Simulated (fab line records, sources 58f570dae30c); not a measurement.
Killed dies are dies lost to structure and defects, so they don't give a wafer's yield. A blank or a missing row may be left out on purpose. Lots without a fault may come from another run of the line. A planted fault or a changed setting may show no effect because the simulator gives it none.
Problem report in the 8D (eight disciplines) form, filled by code | flow berkeley_cmos170 | the parts of the form that need people (team, actions taken, sign-off) are left out

1. THE PROBLEM
SPACER_TEOS_THK at UCB170_SPACER_THK_MEAS_01 reads a mean of 416 nm on 6 wafers of 2 lots; wafers without a fault read 375 nm with a standard deviation of 5.1. That is +8.1 standard deviations from the usual mean.
First seen on wafer L319.1, day 11 03:32, on film_metro-03. The record holds 42 wafers of 14 lots with a number at this step. Rule for "out", or "out of limits": more than 4 standard deviations from the usual mean. The other wafers with a number count as sound.

2. WHAT IT IS AND WHAT IT IS NOT
question                    | is                     | is not
which readings at this step | SPACER_TEOS_THK        | -
which lots                  | L319, L320             | L304, L305, L306, L307, L311, L312, L313, L314, L315, L316, L317, L318
which wafers of those lots  | all that have a number | -
read on which gauges        | film_metro-03          | film_metro-01, film_metro-04
when                        | from day 11 03:32      | up to then (36 sound wafers)

3. SUSPECTS, AND WHAT RULES EACH OUT
Counting: a tool at a process step up to the reading stays a suspect if it ran every lot that is out and no sound lot after the first of them.
- the gauge at UCB170_SPACER_THK_MEAS_01: ruled out. All the wafers that are out were read on film_metro-03, but those of them that UCB170_SPACER_CVD_00 has rows for are out there too, on other tools.
- pecvd-03 at UCB170_SPACER_CVD_00 (deposits SiO2 from TEOS/O2, target thk 376 nm, time 47 s): kept. It ran every lot that is out, first L319 (day 11 03:28), and no sound lot after that; its last sound lot up to then is L316 (day 10 13:04). Its own readings are out on those wafers: run_length_s.
Left after counting: pecvd-03 at UCB170_SPACER_CVD_00.

4. THE CAUSE (what the simulator had put in)
Process parameter drift: pecvd-03, from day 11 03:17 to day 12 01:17, at UCB170_SPACER_CVD_00. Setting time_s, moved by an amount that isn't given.
Counting left only this tool.

5. THE CHAIN OF EFFECTS, in route order
Each row: a reading whose mean over the struck wafers that have a number lies more than 3 standard deviations from the usual. Only readings for which the record gives a usual standard deviation are gone through. hours: the time from each lot's start at the first step in this table that gives one to its start at this step, as a median over the lots. sigmas: the change in usual standard deviations.
hours | step                      | reading         | usual      | on struck wafers | change | sigmas
0     | UCB170_SPACER_CVD_00      | run_length_s    | 75.0 s     | 80.3             | +5.3   | +9.8
0     | UCB170_SPACER_THK_MEAS_01 | SPACER_TEOS_THK | 375 nm     | 416              | +42    | +8.1
6     | UCB170_SPACER_ETCHBACK_03 | oes_product_au  | 0.899 a.u. | 0.967            | +0.068 | +4.2
The process steps in it:
- UCB170_SPACER_CVD_00: deposits SiO2 from TEOS/O2, target thk 376 nm, time 47 s.
- UCB170_SPACER_ETCHBACK_03: etches SiO2 in CHF3/CF4/Ar, stops on Si, target depth 376 nm, time 100 s.
Later measuring or inspecting steps at which every struck wafer that the step has a row for has a number for every such reading, and none has moved that far: UCB170_SILICIDE_THK_MEAS_03.

6. WHAT WOULD HAVE CAUGHT IT SOONER
In this record the first reading out of limits at a measuring or inspecting step was taken at day 11 03:32, 0 hours after the fault began at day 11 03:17.
The tool's own readings at UCB170_SPACER_CVD_00 were out on every struck wafer that the step has a row for (run_length_s): an alarm limit on them would have fired on the first of those.
Of the lots that are out (2), L320 began UCB170_SPACER_CVD_00 on pecvd-03 after day 11 03:32. A hold on the tool at that time would have spared it.
